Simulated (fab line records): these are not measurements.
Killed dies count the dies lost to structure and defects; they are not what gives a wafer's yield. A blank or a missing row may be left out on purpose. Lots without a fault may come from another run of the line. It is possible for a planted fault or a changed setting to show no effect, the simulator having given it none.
Which tool is to blame? | flow berkeleyCmos170 | 6 lots, 18 wafers sampled, at 2 steps of a route of 331

== WHAT EACH GAUGE READ, for each wafer ==
UCB170_V1_BOW_MEAS_03.
lot  | measured     | on           | V1_BOW (um)
L634 | day 7 06:29  | filmMetro-03 | 20 -3 13
L643 | day 9 18:55  | filmMetro-03 | 22 32 26
L646 | day 9 23:35  | filmMetro-04 | 4 5 14
L648 | day 10 19:51 | filmMetro-03 | 26 12 1
L652 | day 11 15:05 | filmMetro-04 | 16 20 13
L654 | day 11 15:22 | filmMetro-01 | 18 20 14

== WHAT TOOL EACH LOT RAN ON (gives the tool, then ch and the chambers of the sampled wafers, and finally the start) ==
lot  | UCB170_SCREENOX_WET_ETCH_00
L634 | wetBench-02 ch 3, day 5 04:25
L643 | wetBench-02 ch 0, day 7 11:13
L646 | wetBench-04 ch 0, day 7 18:02
L648 | wetBench-03 ch 0, day 8 14:38
L652 | wetBench-04 ch 0, day 9 03:54
L654 | wetBench-04 ch 3, day 9 03:54
- UCB170_SCREENOX_WET_ETCH_00: etches SiO2 in dHF, time 200 s.

== THE ANSWER, worked out from the rows above alone ==
Rule: usual is defined by the lots themselves. The widest of any qualifying gaps counts: lots, ordered by their means at a reading, are off when they make up no more than a third of the lots, leave a main group of 4 or more, and stand apart from it by 3 or more times the standard deviation of that group's means. A main group is skipped when, at the precision printed for the reading in the tables above, its means are all equal. A lot without any number at a reading at which 4 lots or more have one is off too. Any other lot the step has rows for is counted as sound.
Across all readings shown, no lot is off: no conclusion can be drawn from this.

== WHAT THE SIMULATOR PUT IN ==
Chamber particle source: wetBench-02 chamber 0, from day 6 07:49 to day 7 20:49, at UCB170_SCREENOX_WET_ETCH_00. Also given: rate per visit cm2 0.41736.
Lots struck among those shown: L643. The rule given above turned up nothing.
